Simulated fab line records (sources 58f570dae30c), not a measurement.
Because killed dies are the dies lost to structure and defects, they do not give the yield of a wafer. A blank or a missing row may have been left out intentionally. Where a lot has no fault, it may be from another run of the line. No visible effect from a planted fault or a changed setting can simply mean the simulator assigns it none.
Lot-split experiment	flow berkeley_cmos170	23 wafers read from 5 lots, route of 331 steps

THE SPLIT
At UCB170_V1_CVD_00 (deposits SiO2 from TEOS/O2, target thk 2000 nm, time 250 s), the setting time_s was moved away from the recipe's 250 s on 10 of the 23 wafers read, by -12.7% to +10.8%. For the rest of the wafers, this setting stayed at what the recipe calls for.

No step appears in the file between the split and the reading.

THE READING
Values of V1_TEOS_THK in nm from UCB170_V1_THK_MEAS_01. Typical for fault-free wafers on this fab line: 2008 nm, with standard deviation 23 nm.

wafer	tool, chamber at the split	time_s as run, s	against the recipe	V1_TEOS_THK, nm	against lot-mates on the recipe
L075.1	pecvd-01, 0	250	recipe	2009	-
L075.4	pecvd-01, 0	250	recipe	2037	-
L075.5	pecvd-01, 2	250	recipe	1989	-
L074.1	pecvd-02, 2	250	recipe	2002	-
L074.2	pecvd-02, 1	233.3	-6.7%	1846	-169
L074.3	pecvd-02, 0	250	recipe	2001	-
L074.4	pecvd-02, 0	233.3	-6.7%	1919	-96
L074.6	pecvd-02, 2	250	recipe	2042	-
L077.1	pecvd-01, 2	234.1	-6.4%	1871	-140
L077.2	pecvd-01, 1	250	recipe	1997	-
L077.4	pecvd-01, 0	234.1	-6.4%	1892	-118
L077.5	pecvd-01, 1	234.1	-6.4%	1885	-126
L077.6	pecvd-01, 2	250	recipe	2024	-
L080.1	pecvd-04, 2	218.2	-12.7%	1735	-254
L080.2	pecvd-04, 1	250	recipe	1968	-
L080.3	pecvd-04, 0	218.2	-12.7%	1714	-275
L080.4	pecvd-04, 1	250	recipe	1995	-
L080.5	pecvd-04, 0	250	recipe	2005	-
L083.1	pecvd-04, 2	250	recipe	1992	-
L083.2	pecvd-04, 2	276.9	+10.8%	2247	+251
L083.4	pecvd-04, 2	276.9	+10.8%	2243	+247
L083.5	pecvd-04, 2	276.9	+10.8%	2235	+239
L083.6	pecvd-04, 2	250	recipe	2000	-

THE FIT
A straight line over all 23 wafers: V1_TEOS_THK changes by +21.4 nm for each +1% of time_s; r = +0.99; the points scatter about the line by 21 nm.
The same after taking each lot's own level away (the mean of its wafers on the recipe; 23 wafers): +21.6 nm for each +1%; r = +0.99; scatter 19 nm.
Per that fit: largest time_s move, reading shift of 2.7e+02 nm.
From 1989.3 to 2015.0 nm: that is the span of the lots' own levels, equal to 1.1 times the standard deviation above.
Consequently the slope shifts little with the lot-to-lot level, the two slopes agreeing.
Check: for one of the wafers moved furthest among these (-12.7%), held out of the fit, the line's prediction against its lot-mates is -273 nm. It came out at -254 nm against them.

OTHER SPLITS ON THESE WAFERS
Other splits were also applied to these wafers ahead of the reading. Each is held against what the fit with the lots' levels taken away leaves over:
other split on the same wafers	wafers away from the commonest value	r with V1_TEOS_THK (lot level and that fit taken away)
UCB170_M1_METAL_ETCH_12 time_s	8	-0.19

THE WHOLE CHAIN: every reading that the file lists as answering this split, in the file's order
step	what it does	reading	change (the file's fit)	r (the file's)
UCB170_V1_CVD_00	deposits SiO2 from TEOS/O2, target thk 2000 nm, time 250 s	SiO2_of_V1_CVD_00.thk_nm (the simulator's own value, which no gauge read)	+21.3 nm for each +1% of the setting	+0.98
UCB170_V1_THK_MEAS_01		V1_TEOS_THK	+21.3 for each +1% of the setting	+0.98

FILE'S OWN FIT
V1_TEOS_THK changes by +21.3 nm for each +1% of time_s, r = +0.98.
